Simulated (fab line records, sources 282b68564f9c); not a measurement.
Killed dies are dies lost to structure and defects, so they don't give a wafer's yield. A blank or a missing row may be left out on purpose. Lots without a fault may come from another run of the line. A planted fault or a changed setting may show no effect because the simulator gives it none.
One fault seen from 2 desks | flow rit_cmos | each desk has only its own numbers; what lay behind them comes last

THE TOOL OWNER'S DESK: furnace-04
The tool's own readings at RIT_GATE_OXIDATION_05 (target thk 3 nm, ox time 270 s): means of the sampled wafers that have a number, for each lot that ran on this tool. A lot is out of limits, marked OUT, if its mean lies more than 4 standard deviations from the usual mean; the brackets give that distance.
Columns: A = ox_temp_c_max at RIT_GATE_OXIDATION_05, usual 904.6; B = spike_tc_centre_C at RIT_GATE_OXIDATION_05, usual 902.8 C
lot  | first seen here | A     | B
L771 | day 2 10:22     | 906.9 | 902.7
L776 | day 3 18:16     | 907.2 | 901.2
L780 | day 4 11:01     | 907.4 | 902.1
L783 | day 5 00:35     | 907.6 | 902.1
L784 | day 5 03:32     | 908.4 | 902.4
This desk's finding: nothing out of limits on any of the 5 lots.

THE METROLOGY DESK
What the gauges read, lot by lot, whatever tool the lot ran on: means of the sampled wafers that have a number. A lot is out of limits, marked OUT, if its mean lies more than 4 standard deviations from the usual mean; the brackets give that distance.
Columns: A = GATE_OXIDE_THK at RIT_GATE_THK_MEAS_07, usual 2.98 nm
lot  | first seen here | A
L771 | day 2 13:38     | 3.04
L773 | day 3 05:08     | 3.02
L774 | day 3 05:08     | 2.99
L775 | day 3 16:50     | 2.92
L776 | day 3 20:06     | 2.94
L777 | day 4 05:52     | 2.93
L780 | day 4 13:25     | 3.03
L782 | day 5 00:32     | 2.94
L783 | day 5 01:55     | 2.16 (-13) OUT
L784 | day 5 06:50     | 2.04 (-15) OUT
L787 | day 5 21:21     | 3.02
L792 | day 6 20:21     | 3.09
L793 | day 7 07:58     | 3.00
L794 | day 7 10:36     | 2.92
This desk's finding: out of limits on L783, L784; first on L783, day 5 01:55 (GATE_OXIDE_THK at RIT_GATE_THK_MEAS_07). In limits: L771, L773, L774, L775, L776, L777, L780, L782, L787, L792, L793, L794.

PUT TOGETHER
The metrology desk could have raised an alarm at day 5 01:55, on L783, L784.
The tool owner's desk saw nothing out of limits.
The tool owner's desk has L783, L784 on record, within its limits.
Of the lots named, all ran RIT_GATE_OXIDATION_05 on furnace-04.

WHAT THE SIMULATOR HAD PUT IN
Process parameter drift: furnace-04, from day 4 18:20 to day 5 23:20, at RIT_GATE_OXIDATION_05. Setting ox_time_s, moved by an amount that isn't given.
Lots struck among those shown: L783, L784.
Hours from the fault's start to each desk's first reading out of limits: the metrology desk, 8.
